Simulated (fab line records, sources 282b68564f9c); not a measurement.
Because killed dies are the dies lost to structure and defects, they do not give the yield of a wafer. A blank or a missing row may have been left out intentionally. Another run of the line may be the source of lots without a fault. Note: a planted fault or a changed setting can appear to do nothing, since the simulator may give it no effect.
Split-lot study :: flow rit cmos :: 27 wafers read across 5 lots, on a route 202 steps long

== ON THE SPLIT ==
At RIT_M1_SPUTTER_00 (material Al, target thk 400 nm, time 500 s), the setting time s was moved away from the recipe's 500 s on 12 of the 27 wafers read, by -51.0% to +43.3%. The other wafers ran this setting at the recipe's value.

== FROM THE SPLIT TO THE READING: what the file shows between them, 5 steps ==
- RIT_M1_RS_MEAS_01: measures by four-point-probe
- RIT_M1_THK_MEAS_02: measures by xrf
- RIT_M1_HMDS_03: prime time 60 s
- RIT_M1_COAT_04: resist thk 1300 nm
- RIT_M1_HARDBAKE_11: time 120 s

== THE READING ==
oes product au, in a.u., at RIT_M1_METAL_ETCH_12 (etches Al in Cl2/BCl3, stops on SiO2, time 165 s, target depth 600 nm). A value of 0.769 a.u. with a standard deviation of 0.012 a.u. is what fault-free wafers of this fab line usually give.

wafer: L076.4
tool, chamber at the split: pvd sputter-01, -
time s as run, s: 500
against the recipe: recipe
oes product au, a.u.: 0.754
against lot-mates on the recipe: -

wafer: L076.5
tool, chamber at the split: pvd sputter-01, -
time s as run, s: 500
against the recipe: recipe
oes product au, a.u.: 0.757
against lot-mates on the recipe: -

wafer: L076.6
tool, chamber at the split: pvd sputter-01, -
time s as run, s: 500
against the recipe: recipe
oes product au, a.u.: 0.781
against lot-mates on the recipe: -

wafer: L077.1
tool, chamber at the split: pvd sputter-03, -
time s as run, s: 258.2
against the recipe: -48.4%
oes product au, a.u.: 0.563
against lot-mates on the recipe: -0.217

wafer: L077.2
tool, chamber at the split: pvd sputter-03, -
time s as run, s: 258.2
against the recipe: -48.4%
oes product au, a.u.: 0.561
against lot-mates on the recipe: -0.219

wafer: L077.3
tool, chamber at the split: pvd sputter-03, -
time s as run, s: 500
against the recipe: recipe
oes product au, a.u.: 0.787
against lot-mates on the recipe: -

wafer: L077.4
tool, chamber at the split: pvd sputter-03, -
time s as run, s: 500
against the recipe: recipe
oes product au, a.u.: 0.781
against lot-mates on the recipe: -

wafer: L077.5
tool, chamber at the split: pvd sputter-03, -
time s as run, s: 258.2
against the recipe: -48.4%
oes product au, a.u.: 0.559
against lot-mates on the recipe: -0.221

wafer: L077.6
tool, chamber at the split: pvd sputter-03, -
time s as run, s: 500
against the recipe: recipe
oes product au, a.u.: 0.773
against lot-mates on the recipe: -

wafer: L080.1
tool, chamber at the split: pvd sputter-01, -
time s as run, s: 500
against the recipe: recipe
oes product au, a.u.: 0.775
against lot-mates on the recipe: -

wafer: L080.2
tool, chamber at the split: pvd sputter-01, -
time s as run, s: 500
against the recipe: recipe
oes product au, a.u.: 0.766
against lot-mates on the recipe: -

wafer: L080.3
tool, chamber at the split: pvd sputter-01, -
time s as run, s: 500
against the recipe: recipe
oes product au, a.u.: 0.777
against lot-mates on the recipe: -

wafer: L080.4
tool, chamber at the split: pvd sputter-01, -
time s as run, s: 353.8
against the recipe: -29.2%
oes product au, a.u.: 0.651
against lot-mates on the recipe: -0.122

wafer: L080.5
tool, chamber at the split: pvd sputter-01, -
time s as run, s: 353.8
against the recipe: -29.2%
oes product au, a.u.: 0.648
against lot-mates on the recipe: -0.125

wafer: L080.6
tool, chamber at the split: pvd sputter-01, -
time s as run, s: 353.8
against the recipe: -29.2%
oes product au, a.u.: 0.647
against lot-mates on the recipe: -0.126

wafer: L081.1
tool, chamber at the split: pvd sputter-03, -
time s as run, s: 500
against the recipe: recipe
oes product au, a.u.: 0.741
against lot-mates on the recipe: -

wafer: L081.2
tool, chamber at the split: pvd sputter-03, -
time s as run, s: 716.7
against the recipe: +43.3%
oes product au, a.u.: 0.955
against lot-mates on the recipe: +0.199

wafer: L081.3
tool, chamber at the split: pvd sputter-03, -
time s as run, s: 716.7
against the recipe: +43.3%
oes product au, a.u.: 0.934
against lot-mates on the recipe: +0.178

wafer: L081.4
tool, chamber at the split: pvd sputter-03, -
time s as run, s: 500
against the recipe: recipe
oes product au, a.u.: 0.761
against lot-mates on the recipe: -

wafer: L081.5
tool, chamber at the split: pvd sputter-03, -
time s as run, s: 716.7
against the recipe: +43.3%
oes product au, a.u.: 0.941
against lot-mates on the recipe: +0.185

wafer: L081.6
tool, chamber at the split: pvd sputter-03, -
time s as run, s: 500
against the recipe: recipe
oes product au, a.u.: 0.766
against lot-mates on the recipe: -

wafer: L084.1
tool, chamber at the split: pvd sputter-01, -
time s as run, s: 244.8
against the recipe: -51.0%
oes product au, a.u.: 0.546
against lot-mates on the recipe: -0.222

wafer: L084.2
tool, chamber at the split: pvd sputter-01, -
time s as run, s: 244.8
against the recipe: -51.0%
oes product au, a.u.: 0.550
against lot-mates on the recipe: -0.218

wafer: L084.3
tool, chamber at the split: pvd sputter-01, -
time s as run, s: 244.8
against the recipe: -51.0%
oes product au, a.u.: 0.546
against lot-mates on the recipe: -0.222

wafer: L084.4
tool, chamber at the split: pvd sputter-01, -
time s as run, s: 500
against the recipe: recipe
oes product au, a.u.: 0.765
against lot-mates on the recipe: -

wafer: L084.5
tool, chamber at the split: pvd sputter-01, -
time s as run, s: 500
against the recipe: recipe
oes product au, a.u.: 0.759
against lot-mates on the recipe: -

wafer: L084.6
tool, chamber at the split: pvd sputter-01, -
time s as run, s: 500
against the recipe: recipe
oes product au, a.u.: 0.781
against lot-mates on the recipe: -

THE FIT
A straight line over all 27 wafers: oes product au changes by +0.0042 a.u. for each +1% of time s; r = +1.00; the points scatter about the line by 0.011 a.u.
The same after taking each lot's own level away (the mean of its wafers on the recipe; 27 wafers): +0.00438 a.u. for each +1%; r = +1.00; scatter 0.0083 a.u.
According to that fit, moving time s by its largest amount changes the reading by 0.22 a.u.
From 0.7560 to 0.7803 a.u.: that is the span of the lots' own levels, equal to 2.0 times the standard deviation above.
The two slopes are in agreement: the lot-to-lot level therefore moves the slope only a little.
Check: for one of the wafers moved furthest among these (-51.0%), held out of the fit, the line's prediction against its lot-mates is -0.224 a.u. Against them it came out at -0.222 a.u.

== THE WHOLE CHAIN: every reading that the file lists as answering this split, in the file's order ==
step: RIT_M1_SPUTTER_00
what it does: material Al, target thk 400 nm, time 500 s
reading: Al_of_M1_SPUTTER_00.thk nm (the simulator's own value, which no gauge read)
change (the file's fit): +4.05 nm for each +1% of the setting
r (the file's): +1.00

step: RIT_M1_RS_MEAS_01
what it does: measures by four-point-probe
reading: M1_AL_RS
change (the file's fit): -0.00125 for each +1% of the setting
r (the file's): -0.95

step: RIT_M1_THK_MEAS_02
what it does: measures by xrf
reading: M1_AL_THK
change (the file's fit): +4.03 for each +1% of the setting
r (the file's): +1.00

step: RIT_M1_METAL_ETCH_12
what it does: etches Al in Cl2/BCl3, stops on SiO2, time 165 s, target depth 600 nm
reading: oes product au
change (the file's fit): +0.00438 a.u. for each +1% of the setting
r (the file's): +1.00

== FILE'S OWN FIT ==
oes product au changes by +0.00438 a.u. for each +1% of time s, r = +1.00.
